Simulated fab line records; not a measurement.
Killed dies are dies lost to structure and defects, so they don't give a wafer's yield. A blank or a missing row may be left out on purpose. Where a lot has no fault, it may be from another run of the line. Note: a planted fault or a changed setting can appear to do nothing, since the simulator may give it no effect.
fab line records + flow ritCmos
record:
- lots: 15
- wafers: 45
- lastDay: 7
route steps=202 shown NSD@139
lots that met no fault: from a run of the same line without faults
startH: start of the lot's first displayed wafer, in hours after the record's first day + waitH: hours elapsed since this lot's preceding step + " repeats the value in the row above + L1.1+2: a row that stands for several wafers + - no value, or no start was given + * or withheld: withheld + < > ~ a bound
route shown NAME@n: names a module that has steps shown in the file, with the first one's number in the route + usual: the fault-free wafers' mean and standard deviation + same: alike in all rows + chamber/n: place in a boat + sites: each site's reading + _std_site: how widely they spread, as a standard deviation + _edge_site: the outer-site mean with the inner-site mean subtracted + radiusMm: for every site, how far away it sits from the centre of the wafer + mask NAME#n: copy n + behind: tool/chamber where the wafer was last shaped + hold: what put the lot on hold/how long, in hours/how the hold closed + device: whichever transistor did not switch (one of n, p or np) + end of line: the tests these same wafers got at the end of their route + step lacking rows: just its recipe + killed: dies lost to structure and defects at the first sort, not the wafer's yield + map: per-die view of a wafer (x killed, . not killed, _ where there is no die)
set.NAME: the setting that was run; set.NAME@STEP: the one run at that earlier step + model.NAME: the simulator's own value behind a step, which no gauge read
the route's steps for a sample of lots (tables are steps, rows are wafers)
services: from which hour (startH, from the record's first day; less than 0 if before it) a tool's chamber was out of use, for how many hours, and why
== steps ==
step: RIT_NSD_IMPLANT_08
recipe:
- species: P
- energyKev: 25
- doseCm2: 1e+15
- tiltDeg: 7
usual:
- tiltDeg: 6.999/0.02
same:
- implantIonAmu: 31
| lot.wafer | tool         | chamber | startH | waitH | tiltDeg |
|-----------|--------------|---------|--------|-------|---------|
| L883.1    | implanter-04 | 0       | 60.06  | 0.1   | 6.995   |
| L883.3    | "            | 0       | "      | "     | 6.963   |
| L883.4    | "            | 0       | "      | "     | 6.991   |
| L885.3    | implanter-02 | 0       | 64.29  | 0.1   | 7.023   |
| L885.5    | "            | 0       | "      | "     | 7.018   |
| L885.6    | "            | 0       | "      | "     | 7.014   |
| L884.1    | implanter-02 | 0       | 65.90  | 0.1   | 7.000   |
| L884.2    | "            | 0       | "      | "     | 6.991   |
| L884.3    | "            | 0       | "      | "     | 6.973   |
| L886.1    | implanter-01 | 0       | 70.68  | 0.1   | 7.038   |
| L886.2    | "            | 0       | "      | "     | 7.013   |
| L886.3    | "            | 0       | "      | "     | 7.008   |
| L887.2    | implanter-01 | 0       | 75.79  | 0.1   | 6.989   |
| L887.3    | "            | 0       | "      | "     | 7.005   |
| L887.6    | "            | 0       | "      | "     | 6.982   |
| L888.2    | implanter-01 | 0       | 80.99  | 0.1   | 7.017   |
| L888.3    | "            | 0       | "      | "     | 7.008   |
| L888.5    | "            | 0       | "      | "     | 7.000   |
| L890.3    | implanter-01 | 0       | 89.07  | 0.1   | 12.267  |
| L890.4    | "            | 0       | "      | "     | 12.258  |
| L890.6    | "            | 0       | "      | "     | 12.241  |
| L892.1    | implanter-02 | 0       | 104.01 | 0.1   | 6.991   |
| L892.4    | "            | 0       | "      | "     | 6.965   |
| L892.6    | "            | 0       | "      | "     | 7.023   |
| L894.1    | implanter-01 | 0       | 107.65 | 0.1   | 12.244  |
| L894.3    | "            | 0       | "      | "     | 12.225  |
| L894.5    | "            | 0       | "      | "     | 12.230  |
| L896.2    | implanter-01 | 0       | 117.46 | 0.1   | 12.206  |
| L896.3    | "            | 0       | "      | "     | 12.212  |
| L896.6    | "            | 0       | "      | "     | 12.259  |
| L900.4    | implanter-02 | 0       | 133.23 | 0.1   | 6.999   |
| L900.5    | "            | 0       | "      | "     | 6.997   |
| L900.6    | "            | 0       | "      | "     | 7.014   |
| L901.1    | implanter-04 | 0       | 143.41 | 0.1   | 6.992   |
| L901.2    | "            | 0       | "      | "     | 6.963   |
| L901.6    | "            | 0       | "      | "     | 6.976   |
| L903.2    | implanter-02 | 0       | 151.54 | 0.1   | 7.014   |
| L903.4    | "            | 0       | "      | "     | 6.977   |
| L903.6    | "            | 0       | "      | "     | 6.994   |
| L904.3    | implanter-04 | 0       | 157.08 | 0.1   | 6.974   |
| L904.4    | "            | 0       | "      | "     | 6.969   |
| L904.5    | "            | 0       | "      | "     | 6.968   |
| L905.1    | implanter-02 | 0       | 162.94 | 0.1   | 7.020   |
| L905.4    | "            | 0       | "      | "     | 7.031   |
| L905.6    | "            | 0       | "      | "     | 7.037   |
step: RIT_SDANNEAL_RS_MEAS_05
recipe:
- thkMeasGauge: four-point-probe
usual:
- NSD_RS: 84.57/0.3
| lot.wafer | tool         | chamber | startH | waitH | NSD_RS[ohm/sq] |
|-----------|--------------|---------|--------|-------|----------------|
| L883.1    | filmMetro-03 | -       | 62.54  | 0.1   | 84.21          |
| L883.3    | "            | -       | "      | "     | 84.29          |
| L883.4    | "            | -       | "      | "     | 84.44          |
| L885.3    | filmMetro-01 | -       | 66.75  | 0.1   | 85.15          |
| L885.5    | "            | -       | "      | "     | 84.91          |
| L885.6    | "            | -       | "      | "     | 85.38          |
| L884.1    | filmMetro-03 | -       | 68.75  | 0.1   | 84.72          |
| L884.2    | "            | -       | "      | "     | 84.59          |
| L884.3    | "            | -       | "      | "     | 84.58          |
| L886.1    | filmMetro-04 | -       | 73.57  | 0.1   | 84.84          |
| L886.2    | "            | -       | "      | "     | 84.93          |
| L886.3    | "            | -       | "      | "     | 84.68          |
| L887.2    | filmMetro-04 | -       | 78.14  | 0.1   | 84.64          |
| L887.3    | "            | -       | "      | "     | 84.37          |
| L887.6    | "            | -       | "      | "     | 84.73          |
| L888.2    | filmMetro-01 | -       | 83.34  | 0.1   | 84.79          |
| L888.3    | "            | -       | "      | "     | 84.49          |
| L888.5    | "            | -       | "      | "     | 84.66          |
| L890.3    | filmMetro-04 | -       | 91.43  | 0.1   | -              |
| L890.4    | "            | -       | "      | "     | -              |
| L890.6    | "            | -       | "      | "     | -              |
| L892.1    | filmMetro-04 | -       | 106.68 | 0.1   | 84.77          |
| L892.4    | "            | -       | "      | "     | 84.50          |
| L892.6    | "            | -       | "      | "     | 84.80          |
| L894.1    | filmMetro-03 | -       | 110.20 | 0.1   | -              |
| L894.3    | "            | -       | "      | "     | -              |
| L894.5    | "            | -       | "      | "     | -              |
| L896.2    | filmMetro-04 | -       | 120.06 | 0.1   | -              |
| L896.3    | "            | -       | "      | "     | -              |
| L896.6    | "            | -       | "      | "     | -              |
| L900.4    | filmMetro-04 | -       | 135.56 | 0.1   | 83.84          |
| L900.5    | "            | -       | "      | "     | 83.93          |
| L900.6    | "            | -       | "      | "     | 83.93          |
| L901.1    | filmMetro-04 | -       | 145.93 | 0.1   | 84.34          |
| L901.2    | "            | -       | "      | "     | 84.42          |
| L901.6    | "            | -       | "      | "     | 84.29          |
| L903.2    | filmMetro-03 | -       | 154.03 | 0.1   | 84.87          |
| L903.4    | "            | -       | "      | "     | 84.77          |
| L903.6    | "            | -       | "      | "     | 84.71          |
| L904.3    | filmMetro-01 | -       | 159.85 | 0.1   | 84.81          |
| L904.4    | "            | -       | "      | "     | 84.55          |
| L904.5    | "            | -       | "      | "     | 84.93          |
| L905.1    | filmMetro-04 | -       | 165.34 | 0.1   | 84.07          |
| L905.4    | "            | -       | "      | "     | 84.29          |
| L905.6    | "            | -       | "      | "     | 84.28          |
== services ==
| tool         | chamber | startH | hours | kind   |
|--------------|---------|--------|-------|--------|
| implanter-01 | -       | 49.99  | 3.0   | repair |
| implanter-02 | -       | 51.63  | 2.8   | repair |
| implanter-04 | -       | 120.26 | 0.6   | repair |
| implanter-04 | -       | 134.47 | 1.3   | repair |
== key ==
firstSign:
- step: RIT_NSD_IMPLANT_08
- reading: tiltDeg
- direction: up
- sigmas: 99+
- usual: 6.999
- struck: 12.238
effect:
- step: RIT_SDANNEAL_RS_MEAS_05
- reading: NSD_RS
- direction: missing
metAt RIT_NSD_IMPLANT_08
struckLots L890,L894,L896
testerLeftOut L890,L894,L896
onsetBetween 80.99 89.07
fault:
- kind: processParameterDrift
- tool: implanter-01
- chamber: -
- onsetH: 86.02
- steps: RIT_NSD_IMPLANT_08
- channel: tiltDeg
- offset: 5.239
- shape: step
- endH: 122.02
- actsIn: theseRecipesOnly
- stated: 7
testerLeftOut: of these lots the tester's yield and bins aren't shown, on N5 and GAA mostly nor the transistor test; their killed dies are dies lost to structure and defects alone, not to doping, threshold or leakage, so they don't give the yield
